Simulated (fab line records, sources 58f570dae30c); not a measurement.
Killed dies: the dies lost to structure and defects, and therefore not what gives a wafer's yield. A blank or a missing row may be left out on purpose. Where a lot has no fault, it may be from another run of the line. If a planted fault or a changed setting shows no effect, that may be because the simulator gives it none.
Comparing a struck lot with a sound one	flow berkeleyCmos170	15 steps out of a route of 331
Sound: wafers L539.1, L539.4, L539.5. The struck wafers were L543.1, L543.3, L543.5. The cause is named last.
Each step with rows lists, per side, the tool, then ch with its chambers, then its first start. Under that, the readings that differ: sound wafers	struck wafers	difference of the means	sigmas: that difference in standard deviations of wafers without a fault.
alike: readings whose means differ by less than 2 such deviations, and words and numbers that are the same on both sides. not compared: withheld readings, readings that some wafer has no value for, bounds like >300 that may hide the same value, and numbers for which the record gives no deviation and whose values overlap.
Wherever a step has rows on one side only, a row that says differs or no value, or a row with sigmas, the two part there. Numbers that don't overlap but have no deviation are shown without sigmas and don't part them. A reading missing from all wafers of one side parts the sides only when that side holds two or more wafers.

first, 2 steps without rows for these wafers: UCB170_PWELL_ANNEAL_04 (time 900 s); UCB170_PWELL_CVD_05 (deposits Si3N4 from SiH2Cl2/NH3, target thk 220 nm, time 3300 s).
UCB170_PWELL_THK_MEAS_06:
  sound on filmMetro-02, day 4 15:40; struck on filmMetro-02, day 5 13:16
reading	sound	struck	difference	sigmas
PWELL_NITRIDE_THK (nm)	222.5 225.4 222.1	218.2 218.5 220.1	-4.4	-2
then, 6 steps without rows for these wafers: UCB170_PWELL_HMDS_07 (prime time 60 s); UCB170_PWELL_COAT_08 (resist thk 900 nm); UCB170_PWELL_SOFTBAKE_09 (time 60 s); UCB170_PWELL_EXPOSE_10 (exposes mask PWELL, target cd 3000 nm); UCB170_PWELL_PEB_11; UCB170_PWELL_DEVELOP_12 (develop time 45 s).
UCB170_PWELL_OVL_MEAS_13:
  sound on overlay-01, day 4 18:46; struck on overlay-01, day 5 14:52
  alike: PWELL_OVL
UCB170_PWELL_ETCH_14: etches Si3N4 in CH3F/Ar/O2, stops on SiO2, target depth 242 nm, time 151 s.
  sound on rieDiel-04 ch 0,1,3, day 4 18:48; struck on rieDiel-04 ch 2,3, day 5 14:53
  alike: drypumpMotorCurrentA, oesProductAu, throttleValvePct
  not compared: rfHoursCounterH
following that, these wafers have no rows for 1 step: UCB170_PWELL_IMPLANT_15.
UCB170_PWELL_STRIP_16: strips in O2.
  sound on plasmaAsher-03 ch 0,1, day 4 19:04; struck on plasmaAsher-04 ch 0,1, day 5 15:09
reading	sound	struck	difference	sigmas
oesProductAu (a.u.)	0.723 0.729 0.714	0.660 0.660 0.665	-0.060	-14
overashFraction	0.5 0.5 0.5	0.7 0.7 0.7	+0.2	
  alike: drypumpMotorCurrentA, stripTimeToEndpointS
  not compared: rfHoursCounterH
UCB170_PWELL_TW_MEAS_17:
  sound on filmMetro-02, day 4 19:10; struck on filmMetro-02, day 5 15:15
reading	sound	struck	difference	sigmas
PWELL_TW	378.0 379.0 378.8	384.0 381.0 383.9	+4.4	+2
-- the record jumps here: 6 days lie between the struck wafers' starts before and after (it left off in module PWELL and takes up again in module M3, whose first step shown is number 331 of the route) --
UCB170_M3_PROBE_99:
  the record has rows for the struck wafers here (prober-02, day 11 04:53) and none for the sound ones

WHERE THEY PART
At UCB170_PWELL_THK_MEAS_06 first; at UCB170_M3_PROBE_99 last (within this record only).

WHY: what had been put in by the simulator
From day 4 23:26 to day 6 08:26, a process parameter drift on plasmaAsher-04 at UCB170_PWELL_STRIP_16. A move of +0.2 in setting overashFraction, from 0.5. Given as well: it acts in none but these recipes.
